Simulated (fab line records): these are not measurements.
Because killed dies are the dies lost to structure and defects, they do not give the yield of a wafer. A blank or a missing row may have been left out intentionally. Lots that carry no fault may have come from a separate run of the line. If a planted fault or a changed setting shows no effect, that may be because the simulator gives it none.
Comparing a struck lot with a sound one -- flow rit-cmos -- 36 steps out of a route of 202
Sound: wafers L942.1, L942.4, L942.6. Struck: wafers L947.1, L947.5, L947.6. The cause is given at the end.
For every step that has rows: the tool of each side, followed by ch and its chambers, followed by its first start. Under that, the readings that differ: sound wafers -- struck wafers -- difference of the means -- sigmas: that difference in standard deviations of wafers without a fault.
alike: readings whose means differ by less than 2 such deviations, and words and numbers that are the same on both sides. not compared: withheld readings, readings that some wafer has no value for, bounds like >300 that may hide the same value, and numbers for which the record gives no deviation and whose values overlap.
A row with sigmas, a row that says differs or no value, or rows on one side alone: a step with any of these is where the two part. When numbers do not overlap yet have no deviation, they are printed without sigmas and do not part them. A reading missing from all wafers of one side parts the sides only when that side holds two or more wafers.

first, 9 steps without rows for these wafers: RIT_ACTIVE_DEVELOP_10 (develop time 50 s); RIT_ACTIVE_HARDBAKE_12 (time 60 s); RIT_ACTIVE_ETCH_13 (etches Si3N4 in SF6, stops on SiO2, time 210 s, target depth 210 nm); RIT_ACTIVE_STRIP_14 (strips in O2, time 180 s); RIT_ACTIVE_CLEAN_15 (cleans in SC1, time 600 s); RIT_ACTIVE_CLEAN_16 (cleans in dHF, time 30 s); RIT_ACTIVE_CLEAN_17 (cleans in SC2, time 600 s); RIT_FOX1_OXIDATION_00 (target thk 350.7 nm, ox time 1130 s); RIT_FOX1_WET_ETCH_02 (etches SiO2 in BOE, target depth 350 nm, time 390 s).
RIT_FOX2_OXIDATION_00: target thk 350.7 nm, ox time 1130 s.
  sound on furnace-04 ch 0, day 2 18:58; struck on furnace-04 ch 0, day 3 19:09
reading,sound,struck,difference,sigmas
ox-time-s (s),1130 1130 1130,508.5 508.5 508.5,-621.5,
model.SiO2_of_FOX2_OXIDATION_00.thk-nm (nm),350.9 352.4 346.5,224.9 230.1 223.3,-123.8,
  not compared: model.Si3N4_of_ACTIVE_CVD_03.thk-nm
RIT_FOX2_THK_MEAS_01:
  sound: film-metro-03 at day 2 20:17; struck: film-metro-03 at day 3 20:28
reading,sound,struck,difference,sigmas
FOX2_OXIDE_THK (nm),351 352 346,225 230 223,-124,-21
RIT_FOX2_CLEAN_02: cleans in dHF, time 180 s.
  sound on wet-bench-04 ch 0, day 2 20:20; struck on wet-bench-02 ch 2, day 3 20:31
  not compared: model.Si3N4_of_ACTIVE_CVD_03.thk-nm
then, 1 step without rows for these wafers: RIT_FOX2_WET_ETCH_03 (etches Si3N4 in H3PO4, target depth 195 nm, time 2700 s).
RIT_FOX2_THK_MEAS_90:
  sound: film-metro-03 at day 2 21:09; struck: film-metro-03 at day 3 21:25
reading,sound,struck,difference,sigmas
FIELD_OXIDE_LEFT_1_THK (nm),324 325 319,198 203 196,-124,-21
then, 19 steps without rows for these wafers: RIT_NWELL_HMDS_00 (prime time 60 s); RIT_NWELL_COAT_01 (resist thk 1300 nm); RIT_NWELL_SOFTBAKE_02 (time 60 s); RIT_NWELL_EXPOSE_03 (exposes mask M2, target cd 43900 nm); RIT_NWELL_PEB_04; RIT_NWELL_DEVELOP_05 (develop time 68 s); RIT_NWELL_HARDBAKE_07 (time 120 s); RIT_NWELL_IMPLANT_08; RIT_NWELL_STRIP_09 (strips in O2, time 180 s); RIT_PWELL_HMDS_00 (prime time 60 s); RIT_PWELL_COAT_01 (resist thk 1300 nm); RIT_PWELL_SOFTBAKE_02 (time 60 s); RIT_PWELL_EXPOSE_03 (exposes mask M3, target cd 43700 nm); RIT_PWELL_PEB_04; RIT_PWELL_DEVELOP_05 (develop time 68 s); RIT_PWELL_HARDBAKE_07 (time 120 s); RIT_PWELL_IMPLANT_08; RIT_PWELL_STRIP_09 (strips in O2, time 180 s); RIT_WELLDRIVE_ANNEAL_00 (time 14700 s).
RIT_FOX2_THK_MEAS_91:
  sound: film-metro-03 at day 3 09:40; struck: film-metro-04 at day 4 09:42
reading,sound,struck,difference,sigmas
FIELD_OXIDE_LEFT_2_THK (nm),255 257 251,131 135 129,-123,-21
RIT_SILICIDE_WET_ETCH_00: etches SiO2 in BOE, target depth 14 nm, time 15 s.
  sound on wet-bench-04 ch 3, day 4 04:10; struck on wet-bench-01 ch 1, day 5 03:49
reading,sound,struck,difference,sigmas
model.SiO2_of_FOX2_OXIDATION_00.thk-nm (nm),150.2 151.6 146.2,25.38 30.45 23.64,-122.84,
RIT_M1_PROBE_99:
  sound: prober-02 at day 4 11:04; struck: prober-01 at day 5 10:42
reading,sound,struck,difference,sigmas
killed-at-front-end,7 13 10,4 4 3,-6,-2
killed-dies,7 13 10,4 4 4,-6,-2
model.etest.nldd.width-nm (nm),3159 3141 3174,3253 3263 3274,+105,
model.etest.pldd.width-nm (nm),3165 3136 3162,3268 3268 3288,+120,
model.etest.pplus-sal.width-nm (nm),3433 3430 3446,3540 3523 3541,+98,
model.etest.nplus-sal.width-nm (nm),3431 3435 3433,3519 3523 3541,+95,
model.etest.pwell.rs-ohm-sq,410.6 414.7 417.3,389.3 388.4 389.6,-25.1,
model.etest.nmos-narrow.drive-ua-um,222 219 225.4,250.4 247.8 258.3,+30.0,
model.etest.field-p-metal.vt-v (V),-28.38 -28.54 -29.13,-43.63 -44.97 -44.82,-15.79,
model.etest.field-n.vt-v (V),34.79 35.06 34.36,22.34 22.68 22.18,-12.34,
  alike: killed-at-contacts, killed-open, killed-short

== WHERE THEY PART ==
Last at RIT_M1_PROBE_99 as far as this record goes, first at RIT_FOX2_THK_MEAS_01.

WHY: what had been put in by the simulator
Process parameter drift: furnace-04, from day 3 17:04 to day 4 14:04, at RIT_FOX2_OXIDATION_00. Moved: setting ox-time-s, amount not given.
